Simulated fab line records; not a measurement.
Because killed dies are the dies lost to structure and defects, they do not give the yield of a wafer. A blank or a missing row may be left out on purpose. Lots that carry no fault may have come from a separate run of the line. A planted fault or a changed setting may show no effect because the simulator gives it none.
fab line records	flow rit-cmos
[record] lots = 13	wafers = 39	last-day = 7
route steps=202 shown NRETRO@59 PRETRO@73 GATE@84 M1@202
lots with no fault: from the same line, run without faults
start-h: start of the lot's first displayed wafer, in hours after the record's first day	wait-h: hours since the lot's step before	" unchanged from the row above	L1.1+2: several wafers, shown together as one row	- no value present, or no start provided	* or withheld: withheld	< > ~ a bound
route shown NAME@n: a module of which the file shows steps, and the number in the route of the first	usual: mean/standard deviation of fault-free wafers	same: alike in all rows	chamber/n: place in a boat	sites: per-site readings	_std_site: standard deviation of those values	_edge_site: inner sites' mean taken away from outer sites' mean	radius-mm: how far each site lies from the wafer's centre	mask NAME#n: copy n	behind: the tool/chamber that last shaped the wafer	hold: the reason the lot was held/the length of the hold in hours/how it ended	device: the transistor (n, p or np) that didn't switch	end of line: tests of these same wafers at the route's end	where a step has no rows: the recipe by itself	killed: dies lost to structure and defects at the first sort, not the wafer's yield	map: dies across one wafer; x = killed, . = not, _ = none there
set.NAME: the setting the step ran with; set.NAME@STEP: the setting that earlier step ran with	model.NAME: the simulator's own value behind a step, which no gauge read
route steps across a sampled set of lots; one table per step, one row per wafer
services: a tool's chamber out of use, with start hour (start-h, from the record's first day; less than 0 if before it), hours out, and reason
[[steps]]
[step RIT_NRETRO_OVL_MEAS_06]
[usual] NRETRO_OVL = -0.3/1.4
lot.wafer	tool	chamber	start-h	wait-h	NRETRO_OVL[nm]
L701.1	overlay-02	-	29.52	-	0.0
L701.3	"	-	"	"	-0.2
L701.5	"	-	"	"	0.4
L702.1	overlay-02	-	34.14	-	-1.7
L702.2	"	-	"	"	-0.4
L702.4	"	-	"	"	-1.0
L703.3	overlay-02	-	40.49	-	-3.1
L703.5	"	-	"	"	-3.3
L703.6	"	-	"	"	-0.6
L704.3	overlay-01	-	44.84	-	-0.6
L704.4	"	-	"	"	1.2
L704.6	"	-	"	"	0.9
L705.1	overlay-01	-	50.76	-	1.0
L705.2	"	-	"	"	0.9
L705.3	"	-	"	"	1.4
L707.4	overlay-02	-	59.85	-	1.2
L707.5	"	-	"	"	-0.3
L707.6	"	-	"	"	-0.9
L714.2	overlay-02	-	101.28	-	-3.4
L714.4	"	-	"	"	-0.7
L714.5	"	-	"	"	-1.0
L716.2	overlay-01	-	108.93	-	1.4
L716.3	"	-	"	"	0.7
L716.6	"	-	"	"	0.8
L717.1	overlay-01	-	111.39	-	1.7
L717.2	"	-	"	"	1.0
L717.5	"	-	"	"	1.3
L718.2	overlay-01	-	116.19	-	-1.2
L718.3	"	-	"	"	0.1
L718.4	"	-	"	"	-1.5
L720.1	overlay-02	-	124.14	-	-1.4
L720.2	"	-	"	"	-1.6
L720.4	"	-	"	"	-1.3
L722.1	overlay-01	-	133.70	-	0.0
L722.3	"	-	"	"	0.0
L722.5	"	-	"	"	0.2
L724.2	overlay-02	-	146.61	-	-1.6
L724.4	"	-	"	"	-0.6
L724.5	"	-	"	"	-0.9
[step RIT_PRETRO_STRIP_09]
[recipe] chemistry = O2	time-s = 180	resist = NOVOLAK	platen-temp-c = withheld	power-w = 500	pressure-mtorr = 4000	o2-flow-sccm = 4000
[usual] drypump-motor-current-A = 5.44/0.26
lot.wafer	tool	chamber	start-h	wait-h	drypump-motor-current-A	rf-hours-counter-h
L701.1	plasma-asher-04	1	31.63	0.1	5.19	38
L701.3	"	0	"	"	5.91	-
L701.5	"	0	"	"	5.93	-
L702.1	plasma-asher-02	0	36.15	0.1	5.35	24
L702.2	"	1	"	"	5.41	24
L702.4	"	0	"	"	5.35	-
L703.3	plasma-asher-04	1	42.52	0.1	5.22	-
L703.5	"	1	"	"	5.20	-
L703.6	"	0	"	"	5.95	-
L704.3	plasma-asher-02	1	47.20	0.1	5.41	-
L704.4	"	0	"	"	5.34	-
L704.6	"	1	"	"	5.42	-
L705.1	plasma-asher-02	1	52.98	0.1	5.38	26
L705.2	"	0	"	"	5.33	26
L705.3	"	0	"	"	5.34	-
L707.4	plasma-asher-04	0	61.88	0.1	5.91	-
L707.5	"	0	"	"	5.92	-
L707.6	"	1	"	"	5.19	-
L714.2	plasma-asher-02	1	103.28	0.1	5.47	32
L714.4	"	1	"	"	5.46	-
L714.5	"	1	"	"	5.46	-
L716.2	plasma-asher-04	0	111.04	0.1	5.94	46
L716.3	"	0	"	"	5.92	-
L716.6	"	1	"	"	5.21	-
L717.1	plasma-asher-02	1	113.51	0.1	5.38	33
L717.2	"	0	"	"	5.35	33
L717.5	"	0	"	"	5.36	-
L718.2	plasma-asher-04	1	118.34	0.1	5.20	47
L718.3	"	1	"	"	5.19	-
L718.4	"	0	"	"	5.93	-
L720.1	plasma-asher-01	0	126.14	0.1	5.32	1
L720.2	"	1	"	"	5.25	1
L720.4	"	0	"	"	5.33	-
L722.1	plasma-asher-04	1	135.69	0.1	5.17	49
L722.3	"	1	"	"	5.19	-
L722.5	"	1	"	"	5.20	-
L724.2	plasma-asher-01	0	148.59	0.1	5.30	4
L724.4	"	1	"	"	5.24	-
L724.5	"	0	"	"	5.33	-
[step RIT_GATE_CVD_08]
[recipe] material = poly-Si	target-thk-nm = 250	temp-c = 610	precursor = SiH4	time-s = 2220	pressure-mtorr = 300	sih4-flow-sccm = 100
[usual] spike-tc-centre-C = 612.4/1.2	spike-tc-load-C = 631.6/2.4	spike-tc-source-C = 628.0/2.4
lot.wafer	tool	chamber	start-h	wait-h	spike-tc-centre-C	spike-tc-load-C	spike-tc-source-C
L701.1	lpcvd-01	0	33.84	0.1	611.5	634.4	631.3
L701.3	"	0	"	"	610.9	629.8	632.3
L701.5	"	0	"	"	612.2	633.3	633.0
L702.1	lpcvd-02	0	38.44	0.1	612.9	633.5	626.8
L702.2	"	0	"	"	613.5	635.0	626.2
L702.4	"	0	"	"	611.9	633.0	625.0
L703.3	lpcvd-02	1	44.97	0.0	613.2	632.3	625.7
L703.5	"	1	"	"	612.5	633.5	626.2
L703.6	"	1	"	"	610.4	631.5	627.7
L704.3	lpcvd-01	1	49.94	0.0	613.1	628.5	628.2
L704.4	"	1	"	"	610.1	627.1	628.5
L704.6	"	1	"	"	612.7	627.0	627.1
L705.1	lpcvd-01	0	55.13	0.1	611.7	632.0	632.5
L705.2	"	0	"	"	609.6	634.7	631.7
L705.3	"	0	"	"	612.6	632.7	632.3
L707.4	lpcvd-01	0	64.65	0.0	612.3	630.7	631.8
L707.5	"	0	"	"	611.7	630.8	633.2
L707.6	"	0	"	"	613.4	632.1	632.2
L714.2	lpcvd-01	1	105.37	0.0	611.5	628.6	629.6
L714.4	"	1	"	"	612.4	627.3	626.8
L714.5	"	1	"	"	612.8	629.2	629.5
L716.2	lpcvd-02	1	113.82	0.0	613.7	632.9	627.4
L716.3	"	1	"	"	613.0	633.6	628.5
L716.6	"	1	"	"	612.0	631.7	624.9
L717.1	lpcvd-01	1	117.10	0.1	603.1	618.3	616.6
L717.2	"	1	"	"	603.1	618.1	617.9
L717.5	"	1	"	"	603.9	618.7	618.6
L718.2	lpcvd-02	1	120.45	0.0	615.2	633.2	625.6
L718.3	"	1	"	"	612.1	633.4	626.9
L718.4	"	1	"	"	614.0	633.0	628.3
L720.1	lpcvd-02	0	128.53	0.3	611.4	634.8	625.5
L720.2	"	0	"	"	613.0	633.9	626.6
L720.4	"	0	"	"	614.4	634.3	625.1
L722.1	lpcvd-02	1	138.37	0.1	614.2	631.8	627.0
L722.3	"	1	"	"	614.0	631.6	627.4
L722.5	"	1	"	"	613.8	632.2	625.9
L724.2	lpcvd-02	1	152.62	0.0	614.6	632.2	627.6
L724.4	"	1	"	"	612.9	633.2	627.4
L724.5	"	1	"	"	611.7	633.4	626.0
[step RIT_GATE_THK_MEAS_09]
[recipe] reads = poly-Si_of_GATE_CVD_08
[usual] GATE_POLY_THK = 250.1/2.1
lot.wafer	tool	chamber	start-h	wait-h	GATE_POLY_THK[nm]
L701.1	film-metro-01	-	35.46	0.0	247.9
L701.3	"	-	"	"	248.2
L701.5	"	-	"	"	248.7
L702.1	film-metro-01	-	40.05	0.0	251.6
L702.2	"	-	"	"	247.2
L702.4	"	-	"	"	249.6
L703.3	film-metro-02	-	47.42	0.0	251.4
L703.5	"	-	"	"	252.7
L703.6	"	-	"	"	252.8
L704.3	film-metro-01	-	51.58	0.0	246.0
L704.4	"	-	"	"	246.8
L704.6	"	-	"	"	247.6
L705.1	film-metro-03	-	56.75	0.0	249.5
L705.2	"	-	"	"	248.9
L705.3	"	-	"	"	248.8
L707.4	film-metro-02	-	66.30	0.0	249.7
L707.5	"	-	"	"	250.2
L707.6	"	-	"	"	250.9
L714.2	film-metro-01	-	107.00	0.0	251.4
L714.4	"	-	"	"	251.0
L714.5	"	-	"	"	250.5
L716.2	film-metro-02	-	115.44	0.0	255.2
L716.3	"	-	"	"	251.9
L716.6	"	-	"	"	251.2
L717.1	film-metro-02	-	118.72	0.0	196.0
L717.2	"	-	"	"	196.5
L717.5	"	-	"	"	195.9
L718.2	film-metro-03	-	122.07	0.0	248.9
L718.3	"	-	"	"	249.6
L718.4	"	-	"	"	247.9
L720.1	film-metro-02	-	130.15	0.0	250.2
L720.2	"	-	"	"	252.3
L720.4	"	-	"	"	252.2
L722.1	film-metro-03	-	139.99	0.0	249.5
L722.3	"	-	"	"	249.7
L722.5	"	-	"	"	248.2
L724.2	film-metro-01	-	154.25	0.0	253.7
L724.4	"	-	"	"	255.3
L724.5	"	-	"	"	251.2
[step RIT_GATE_OVL_MEAS_17]
[usual] GATE_OVL = -0.3/1.3
lot.wafer	tool	chamber	start-h	wait-h	GATE_OVL[nm]
L701.1	overlay-01	-	36.49	0.1	-1.6
L701.3	"	-	"	"	2.2
L701.5	"	-	"	"	0.1
L702.1	overlay-01	-	41.21	0.1	0.0
L702.2	"	-	"	"	1.2
L702.4	"	-	"	"	-0.1
L703.3	overlay-01	-	48.44	0.1	0.0
L703.5	"	-	"	"	1.8
L703.6	"	-	"	"	-0.2
L704.3	overlay-01	-	52.72	0.1	0.8
L704.4	"	-	"	"	0.0
L704.6	"	-	"	"	-0.4
L705.1	overlay-02	-	57.90	0.1	-0.4
L705.2	"	-	"	"	-1.2
L705.3	"	-	"	"	-0.9
L707.4	overlay-02	-	67.32	0.1	3.0
L707.5	"	-	"	"	-0.6
L707.6	"	-	"	"	2.7
L714.2	overlay-01	-	108.22	0.1	-1.2
L714.4	"	-	"	"	-0.9
L714.5	"	-	"	"	-1.9
L716.2	overlay-02	-	116.64	0.1	2.8
L716.3	"	-	"	"	1.6
L716.6	"	-	"	"	-0.4
L717.1	overlay-02	-	119.87	0.1	0.8
L717.2	"	-	"	"	1.8
L717.5	"	-	"	"	0.8
L718.2	overlay-02	-	123.35	0.1	-0.9
L718.3	"	-	"	"	1.0
L718.4	"	-	"	"	-0.2
L720.1	overlay-02	-	131.31	0.1	-3.2
L720.2	"	-	"	"	-3.6
L720.4	"	-	"	"	-3.8
L722.1	overlay-02	-	141.14	0.1	-0.9
L722.3	"	-	"	"	0.9
L722.5	"	-	"	"	-0.1
L724.2	overlay-02	-	155.40	0.1	-1.5
L724.4	"	-	"	"	-1.9
L724.5	"	-	"	"	0.7
[step RIT_GATE_ETCH_19]
[recipe] chemistry = SF6/CHF3/O2	time-s = 165	SF6_flow_sccm = 30	CHF3_flow_sccm = 30	O2_flow_sccm = 5	target = poly-Si	pressure-mtorr = 40	rf-w = 160	target-depth-a = 3125	over-etch-frac = 0.25	stop-on = SiO2
[usual] drypump-motor-current-A = 5.6/0.7	oes-product-au = 0.843/0.01	throttle-valve-pct = 10.23/0.13
lot.wafer	tool	chamber	start-h	wait-h	drypump-motor-current-A	oes-product-au	rf-hours-counter-h	throttle-valve-pct
L701.1	rie-si-01	1	36.68	0.1	6.3	0.836	161	10.30
L701.3	"	3	"	"	5.6	0.827	1	10.26
L701.5	"	0	"	"	5.2	0.837	-	10.10
L702.1	rie-si-02	3	41.40	0.1	5.1	0.853	103	10.08
L702.2	"	0	"	"	4.9	0.838	8	10.35
L702.4	"	1	"	"	6.4	0.841	63	10.06
L703.3	rie-si-01	2	48.61	0.1	6.6	0.855	124	10.43
L703.5	"	2	"	"	6.7	0.854	-	10.43
L703.6	"	3	"	"	5.6	0.836	-	10.26
L704.3	rie-si-02	0	52.94	0.1	4.9	0.841	8	10.35
L704.4	"	1	"	"	6.4	0.830	63	10.07
L704.6	"	1	"	"	6.4	0.824	-	10.07
L705.1	rie-si-01	2	58.26	0.1	6.7	0.851	125	10.42
L705.2	"	1	"	"	6.3	0.837	161	10.30
L705.3	"	0	"	"	5.2	0.838	155	10.10
L707.4	rie-si-01	3	67.58	0.1	5.6	0.816	-	10.26
L707.5	"	2	"	"	6.7	0.850	-	10.43
L707.6	"	0	"	"	5.2	0.848	-	10.11
L714.2	rie-si-02	3	108.40	0.1	5.1	0.851	103	10.10
L714.4	"	1	"	"	6.4	0.844	63	10.07
L714.5	"	0	"	"	4.9	0.853	-	10.34
L716.2	rie-si-02	1	116.82	0.1	6.4	0.852	63	10.07
L716.3	"	3	"	"	5.1	0.852	103	10.10
L716.6	"	2	"	"	4.8	0.844	-	10.18
L717.1	rie-si-01	0	120.06	0.1	5.2	0.724	0	10.09
L717.2	"	3	"	"	5.6	0.703	2	10.25
L717.5	"	3	"	"	5.6	0.704	-	10.25
L718.2	rie-si-02	3	123.53	0.1	5.1	0.839	104	10.09
L718.3	"	0	"	"	4.9	0.840	8	10.35
L718.4	"	2	"	"	4.8	0.835	142	10.18
L720.1	rie-si-02	0	131.64	0.1	4.8	0.835	9	10.35
L720.2	"	3	"	"	5.1	0.854	104	10.11
L720.4	"	3	"	"	5.1	0.851	-	10.11
L722.1	rie-si-02	0	141.55	0.1	4.9	0.848	9	10.34
L722.3	"	2	"	"	4.8	0.841	142	10.19
L722.5	"	0	"	"	4.9	0.835	-	10.34
L724.2	rie-si-02	1	155.58	0.1	6.4	0.850	64	10.05
L724.4	"	1	"	"	6.4	0.853	-	10.06
L724.5	"	0	"	"	4.9	0.850	-	10.35
[step RIT_M1_PROBE_99]
[usual] killed_at_M0_to_M3 = 0.0/0.12	killed-at-contacts = 0.1/0.31	killed-at-front-end = 6.8/2.7	killed-dies = 6.9/2.7	killed-open = 3.3/1.8	killed-short = 3.5/1.8
[same] gross-dies = 264	killed_at_M4_up = 0	killed-at-back-side = 0	killed-at-other = 0
lot.wafer	tool	chamber	start-h	wait-h	killed_at_M0_to_M3	killed-at-contacts	killed-at-front-end	killed-dies	killed-open	killed-short
L701.1	prober-01	-	58.67	0.1	0	0	7	7	5	2
L701.3	prober-01	-	58.77	0.2	0	0	9	9	5	4
L701.5	prober-01	-	58.87	0.2	0	0	9	9	2	6
L702.1	prober-01	-	61.46	0.1	0	0	4	4	2	2
L702.2	prober-01	-	61.51	0.1	0	0	4	4	3	1
L702.4	prober-01	-	61.61	0.2	0	0	6	6	2	4
L703.3	prober-01	-	68.07	0.2	0	0	2	2	0	2
L703.5	prober-01	-	68.17	0.2	0	0	2	2	1	1
L703.6	prober-01	-	68.22	0.2	1	1	3	5	1	4
L704.3	prober-02	-	74.35	0.2	0	0	3	3	2	1
L704.4	prober-02	-	74.40	0.2	0	0	2	2	1	1
L704.6	prober-02	-	74.50	0.2	0	0	7	7	3	4
L705.1	prober-01	-	80.61	0.1	0	0	6	6	1	5
L705.2	prober-01	-	80.66	0.1	0	0	7	7	4	3
L705.3	prober-01	-	80.71	0.2	0	0	8	8	5	3
L707.4	prober-01	-	90.26	0.2	0	0	8	8	4	4
L707.5	prober-01	-	90.31	0.2	0	0	6	6	3	3
L707.6	prober-01	-	90.36	0.2	0	0	8	8	6	2
L714.2	prober-01	-	131.73	0.1	0	0	6	6	5	1
L714.4	prober-01	-	131.83	0.2	0	0	9	9	2	7
L714.5	prober-01	-	131.88	0.2	0	1	7	8	5	3
L716.2	prober-01	-	137.15	0.1	0	0	5	5	3	2
L716.3	prober-01	-	137.20	0.2	0	1	7	8	6	2
L716.6	prober-01	-	137.35	0.2	0	0	5	5	4	1
L717.1	prober-02	-	140.89	0.1	0	0	3	3	2	1
L717.2	prober-02	-	140.94	0.1	0	0	5	5	4	1
L717.5	prober-02	-	141.09	0.2	0	0	6	6	2	4
L718.2	prober-01	-	143.49	0.1	0	0	10	10	7	3
L718.3	prober-01	-	143.54	0.2	0	0	14	14	10	4
L718.4	prober-01	-	143.59	0.2	0	0	7	7	2	5
L720.1	prober-01	-	152.06	0.1	0	0	10	10	4	6
L720.2	prober-01	-	152.11	0.1	0	1	5	6	4	2
L720.4	prober-01	-	152.21	0.2	0	0	2	2	0	2
L722.1	prober-01	-	161.37	0.1	0	0	6	6	2	4
L722.3	prober-01	-	161.47	0.2	0	0	8	8	4	4
L722.5	prober-01	-	161.57	0.2	0	0	4	4	2	2
L724.2	prober-01	-	176.09	0.1	0	1	4	5	3	2
L724.4	prober-01	-	176.19	0.2	0	0	4	4	3	1
L724.5	prober-01	-	176.24	0.2	0	0	6	6	3	3
// killed by level:class
L701.1 GATE:geometric-particle:open=2 GATE:geometric-particle:short=2 FOX1:geometric-particle:open=1 REOX:geometric-particle:open=1 SILICIDE:geometric-particle:open=1
L701.3 GATE:geometric-particle:open=4 FOX2:geometric-particle:short=1 GATE:geometric-particle:short=1 SPACER:geometric-particle:short=1 SILICIDE:geometric-particle:open=1 SILICIDE:geometric-particle:short=1
L701.5 GATE:geometric-particle:short=4 FOX2:geometric-particle:short=1 FOX2:geometric-particle:open=1 GATE:geometric-particle:open=1 REOX:geometric-particle:short=1 NWELL:coat-microbubble-printed=1
L702.1 GATE:geometric-particle:open=1 GATE:geometric-particle:short=1 REOX:geometric-particle:short=1 SILICIDE:geometric-particle:open=1
L702.2 GATE:geometric-particle:open=2 FOX1:geometric-particle:open=1 GATE:geometric-particle:short=1
L702.4 REOX:geometric-particle:short=2 GATE:geometric-particle:open=1 GATE:geometric-particle:short=1 SPACER:geometric-particle:open=1 SPACER:geometric-particle:short=1
L703.3 FOX1:geometric-particle:short=1 GATE:geometric-particle:short=1
L703.5 GATE:geometric-particle:short=1 GATE:geometric-particle:open=1
L703.6 FOX1:geometric-particle:open=1 FOX1:geometric-particle:short=1 REOX:geometric-particle:short=1 CONTACT:geometric-particle:short=1 M1:geometric-particle:short=1
L704.3 REOX:geometric-particle:open=2 FOX1:geometric-particle:short=1
L704.4 FOX1:geometric-particle:open=1 FOX1:geometric-particle:short=1
L704.6 GATE:geometric-particle:short=3 GATE:geometric-particle:open=2 FOX1:geometric-particle:open=1 FOX1:geometric-particle:short=1
L705.1 GATE:geometric-particle:short=3 SPACER:geometric-particle:open=1 SPACER:geometric-particle:short=1 SILICIDE:geometric-particle:short=1
L705.2 FOX2:geometric-particle:short=2 REOX:geometric-particle:open=2 GATE:geometric-particle:open=1 SPACER:geometric-particle:short=1 SPACER:geometric-particle:open=1
L705.3 GATE:geometric-particle:open=3 FOX1:geometric-particle:short=2 SILICIDE:geometric-particle:open=2 GATE:geometric-particle:short=1
L707.4 GATE:geometric-particle:short=2 FOX1:geometric-particle:short=1 FOX2:geometric-particle:open=1 GATE:geometric-particle:open=1 SPACER:geometric-particle:open=1 SPACER:geometric-particle:short=1 SILICIDE:geometric-particle:open=1
L707.5 GATE:geometric-particle:short=3 GATE:geometric-particle:open=2 FOX1:geometric-particle:open=1
L707.6 SILICIDE:geometric-particle:open=3 GATE:geometric-particle:open=2 FOX1:geometric-particle:open=1 FOX1:geometric-particle:short=1 SILICIDE:geometric-particle:short=1
L714.2 GATE:geometric-particle:open=3 FOX1:geometric-particle:open=1 GATE:geometric-particle:short=1 SILICIDE:geometric-particle:open=1
L714.4 GATE:geometric-particle:short=6 GATE:geometric-particle:open=1 SPACER:geometric-particle:open=1 SILICIDE:geometric-particle:short=1
L714.5 GATE:geometric-particle:open=3 FOX2:geometric-particle:short=2 GATE:geometric-particle:short=1 SPACER:geometric-particle:open=1 CONTACT:geometric-particle:open=1
L716.2 GATE:geometric-particle:short=2 FOX1:geometric-particle:open=1 GATE:geometric-particle:open=1 SPACER:geometric-particle:open=1
L716.3 REOX:geometric-particle:short=2 SPACER:geometric-particle:open=2 FOX1:geometric-particle:open=1 FOX2:geometric-particle:open=1 GATE:geometric-particle:open=1 CONTACT:geometric-particle:open=1
L716.6 SILICIDE:geometric-particle:open=2 GATE:geometric-particle:short=1 GATE:geometric-particle:open=1 SPACER:geometric-particle:open=1
L717.1 GATE:geometric-particle:open=1 REOX:geometric-particle:short=1 SILICIDE:geometric-particle:open=1
L717.2 SPACER:geometric-particle:open=2 FOX2:geometric-particle:open=1 SPACER:geometric-particle:short=1 SILICIDE:geometric-particle:open=1
L717.5 REOX:geometric-particle:short=2 FOX1:geometric-particle:short=1 FOX1:geometric-particle:open=1 GATE:geometric-particle:open=1 SPACER:geometric-particle:short=1
L718.2 SILICIDE:geometric-particle:open=3 GATE:geometric-particle:short=2 GATE:geometric-particle:open=2 FOX1:geometric-particle:open=1 REOX:geometric-particle:open=1 SILICIDE:geometric-particle:short=1
L718.3 GATE:geometric-particle:open=6 SILICIDE:geometric-particle:open=3 FOX2:geometric-particle:short=2 GATE:geometric-particle:short=1 SPACER:geometric-particle:open=1 SILICIDE:geometric-particle:short=1
L718.4 GATE:geometric-particle:short=2 SPACER:geometric-particle:short=2 FOX1:geometric-particle:open=1 FOX2:geometric-particle:open=1 FOX2:geometric-particle:short=1
L720.1 GATE:geometric-particle:short=2 FOX1:geometric-particle:open=1 FOX2:geometric-particle:open=1 FOX2:geometric-particle:short=1 GATE:geometric-particle:open=1 REOX:geometric-particle:short=1 SPACER:geometric-particle:short=1 SPACER:geometric-particle:open=1
L720.2 SPACER:geometric-particle:open=2 GATE:geometric-particle:short=1 SILICIDE:geometric-particle:short=1 SILICIDE:geometric-particle:open=1 CONTACT:geometric-particle:open=1
L720.4 GATE:geometric-particle:short=1 SPACER:geometric-particle:short=1
L722.1 GATE:geometric-particle:short=2 FOX1:geometric-particle:short=1 FOX2:geometric-particle:short=1 GATE:geometric-particle:open=1 SPACER:geometric-particle:open=1
L722.3 GATE:geometric-particle:short=4 FOX1:geometric-particle:open=1 GATE:geometric-particle:open=1 REOX:geometric-particle:open=1 SILICIDE:geometric-particle:open=1
L722.5 FOX2:geometric-particle:open=1 REOX:geometric-particle:short=1 SPACER:geometric-particle:short=1 SPACER:geometric-particle:open=1
L724.2 FOX2:geometric-particle:short=1 FOX2:geometric-particle:open=1 GATE:geometric-particle:short=1 GATE:geometric-particle:open=1 CONTACT:geometric-particle:open=1
L724.4 FOX2:geometric-particle:open=3 GATE:geometric-particle:short=1
L724.5 GATE:geometric-particle:short=2 SILICIDE:geometric-particle:open=2 FOX2:geometric-particle:open=1 SPACER:geometric-particle:short=1
[[services]]
tool	chamber	start-h	hours	kind
rie-si-02	1	16.92	3.1	repair
plasma-asher-02	-	26.34	0.9	repair
plasma-asher-01	-	31.89	11.1	repair
rie-si-01	1	59.91	-	clean
rie-si-01	1	59.91	13.7	scheduled-down
rie-si-01	1	59.91	13.7	vent-cycle
rie-si-02	0	82.29	2.4	repair
rie-si-01	0	86.53	-	clean
rie-si-01	0	86.53	17.2	scheduled-down
rie-si-01	0	86.53	17.2	vent-cycle
plasma-asher-01	-	108.75	9.0	pm
plasma-asher-01	0	108.75	9.0	vent-cycle
plasma-asher-01	1	108.75	9.0	vent-cycle
plasma-asher-04	-	116.28	1.5	repair
plasma-asher-01	0	117.75	-	clean
plasma-asher-01	1	117.75	-	clean
rie-si-02	2	128.64	4.7	repair
rie-si-02	2	148.00	-	clean
rie-si-02	2	148.00	21.9	scheduled-down
rie-si-02	2	148.00	21.9	vent-cycle
rie-si-01	-	151.61	0.2	repair
[[key]]
[first-sign] step = RIT_GATE_CVD_08	reading = spike-tc-centre-C	direction = down	sigmas = 7.3	usual = 612.4	struck = 603.4
[effect] step = RIT_GATE_CVD_08	reading = spike-tc-load-C	direction = down	sigmas = 5.5	usual = 631.6	struck = 618.4
[effect] step = RIT_GATE_THK_MEAS_09	reading = GATE_POLY_THK	direction = down	sigmas = 25	usual = 250.1	struck = 196.1
[effect] step = RIT_GATE_ETCH_19	reading = oes-product-au	direction = down	sigmas = 13	usual = 0.843	struck = 0.711
met-at RIT_GATE_CVD_08
struck-lots L717
struck-wafers L717.1,L717.2,L717.5
tester-left-out L717
not-acting-at RIT_NRETRO_OVL_MEAS_06,RIT_PRETRO_STRIP_09,RIT_GATE_OVL_MEAS_17
onset-between 105.37 117.10
[fault] kind = process-parameter-drift	tool = lpcvd-01	chamber = 1	onset-h = 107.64	steps = RIT_GATE_CVD_08	channel = temp-c	offset = *	shape = step	end-h = 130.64	acts-in = *	stated = *
// tester-left-out: of these lots the tester's yield and bins aren't shown, on N5 and GAA mostly nor the transistor test; their killed dies are dies lost to structure and defects alone, not to doping, threshold or leakage, so they don't give the yield
